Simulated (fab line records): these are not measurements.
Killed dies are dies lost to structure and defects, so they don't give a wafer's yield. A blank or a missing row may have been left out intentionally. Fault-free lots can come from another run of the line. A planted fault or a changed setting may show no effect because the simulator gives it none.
A lot that was struck, set against a sound lot / flow rit cmos / 27 steps out of a route of 202
Sound: these wafers, L773.1, L773.5, L773.6. Wafers struck: L775.1, L775.3, L775.5. Last of all comes the cause.
Per side, at each step with rows, come the tool, then ch with its chambers, and then its first start. Under that, the readings that differ: sound wafers / struck wafers / difference of the means / sigmas: that difference in standard deviations of wafers without a fault.
alike: readings whose means differ by less than 2 such deviations, and words and numbers that are the same on both sides. not compared: withheld readings, readings that some wafer has no value for, bounds like >300 that may hide the same value, and numbers for which the record gives no deviation and whose values overlap.
A row with sigmas, a row that says differs or no value, or rows on one side alone: a step with any of these is where the two part. Numbers that have no deviation but don't overlap get no sigmas and don't part them. A reading missing from all wafers of one side parts the sides only when that side holds two or more wafers.

RIT_ACTIVE_BOW_MEAS_00:
  sound: film metro-03 at day 2 06:00; struck: film metro-03 at day 2 16:00
  alike: INCOMING_BOW
RIT_ACTIVE_OXIDATION_01: target thk 46.8 nm, ox time 3360 s.
  sound on furnace-02 ch 0, day 2 06:11; struck on furnace-03 ch 0, day 2 16:07
reading=ox time s (s); sound=3360 3360 3360; struck=1512 1512 1512; difference=-1848; sigmas=
reading=model.SiO2_of_ACTIVE_OXIDATION_01.thk nm (nm); sound=47.57 47.19 47.65; struck=27.69 28.29 28.09; difference=-19.45; sigmas=
  alike: spike tc source C
RIT_ACTIVE_THK_MEAS_02:
  sound: film metro-01 at day 2 08:07; struck: film metro-04 at day 2 18:17
reading=ACTIVE_OXIDE_THK (nm); sound=47.5 47.2 47.7; struck=27.7 28.3 28.1; difference=-19.4; sigmas=-22
  not compared: hold
RIT_ACTIVE_THK_MEAS_04:
  sound: film metro-03 at day 2 09:36; struck: film metro-04 at day 2 22:52
reading=ACTIVE_NITRIDE_THK (nm); sound=150.6 149.3 148.7; struck=152.9 153.0 153.0; difference=+3.4; sigmas=+2
then, 6 steps without rows for these wafers: RIT_ACTIVE_HMDS_05 (prime time 60 s); RIT_ACTIVE_COAT_06 (resist thk 1000 nm); RIT_ACTIVE_SOFTBAKE_07 (time 60 s); RIT_ACTIVE_EXPOSE_08 (exposes mask M1, target cd 1400 nm); RIT_ACTIVE_PEB_09; RIT_ACTIVE_DEVELOP_10 (develop time 50 s).
RIT_ACTIVE_CD_MEAS_11: the cd target is 1400 nm.
  sound: cd sem-01 at day 2 10:31; struck: cd sem-01 at day 3 00:25
  alike: cd nm
then, 1 step without rows for these wafers: RIT_ACTIVE_HARDBAKE_12 (time 60 s).
RIT_ACTIVE_ETCH_13: etches Si3N4 in SF6, stops on SiO2, time 210 s, target depth 210 nm.
  sound on rie diel-04 ch 1,2, day 2 10:50; struck on rie diel-04 ch 0,1, day 3 00:41
  alike: drypump motor current A, oes product au, throttle valve pct
  not compared: rf hours counter h
RIT_ACTIVE_STRIP_14: strips in O2, time 180 s.
  sound on plasma asher-02 ch 0,1, day 2 10:59; struck on plasma asher-04 ch 0,1, day 3 00:49
  alike: drypump motor current A
  not compared: rf hours counter h
RIT_ACTIVE_CD_MEAS_90: the cd target is 1400 nm.
  sound: cd sem-02 at day 2 11:11; struck: cd sem-01 at day 3 00:59
  alike: cd nm
then, 4 steps without rows for these wafers: RIT_ACTIVE_CLEAN_15 (cleans in SC1, time 600 s); RIT_ACTIVE_CLEAN_16 (cleans in dHF, time 30 s); RIT_ACTIVE_CLEAN_17 (cleans in SC2, time 600 s); RIT_FOX1_OXIDATION_00 (target thk 350.7 nm, ox time 1130 s).
RIT_FOX1_THK_MEAS_01:
  sound: film metro-01 at day 2 12:59; struck: film metro-03 at day 3 04:26
reading=FOX1_OXIDE_THK (nm); sound=346 343 345; struck=365 367 362; difference=+20; sigmas=+3
then, 2 steps without rows for these wafers: RIT_FOX1_WET_ETCH_02 (etches SiO2 in BOE, target depth 350 nm, time 390 s); RIT_FOX2_OXIDATION_00 (target thk 350.7 nm, ox time 1130 s).
RIT_FOX2_THK_MEAS_01:
  sound: film metro-02 at day 2 15:48; struck: film metro-02 at day 3 05:56
  alike: FOX2_OXIDE_THK
then, 1 step without rows for these wafers: RIT_FOX2_CLEAN_02 (cleans in dHF, time 180 s).
RIT_FOX2_WET_ETCH_03: etches Si3N4 in H3PO4, target depth 195 nm, time 2700 s.
  sound on wet bench-02 ch 0, day 2 15:55; struck on wet bench-03 ch 0, day 3 06:14
reading=model.SiO2_of_ACTIVE_OXIDATION_01.thk nm (nm); sound=41.94 41.88 42.02; struck=23.78 24.92 24.74; difference=-17.47; sigmas=
RIT_FOX2_THK_MEAS_90:
  sound: film metro-04 at day 2 16:40; struck: film metro-02 at day 3 07:00
  alike: FIELD_OXIDE_LEFT_1_THK
RIT_M1_PROBE_99:
  sound: prober-02 at day 4 05:41; struck: prober-01 at day 4 23:08
  alike: killed at front end, killed dies, killed open, killed short

## WHERE THEY PART
First at RIT_ACTIVE_THK_MEAS_02; last, within this record, at RIT_FOX1_THK_MEAS_01. Later steps at which nothing parts them and some readings are alike: RIT_FOX2_THK_MEAS_01, RIT_FOX2_THK_MEAS_90, RIT_M1_PROBE_99.

WHY: what the simulator had put in
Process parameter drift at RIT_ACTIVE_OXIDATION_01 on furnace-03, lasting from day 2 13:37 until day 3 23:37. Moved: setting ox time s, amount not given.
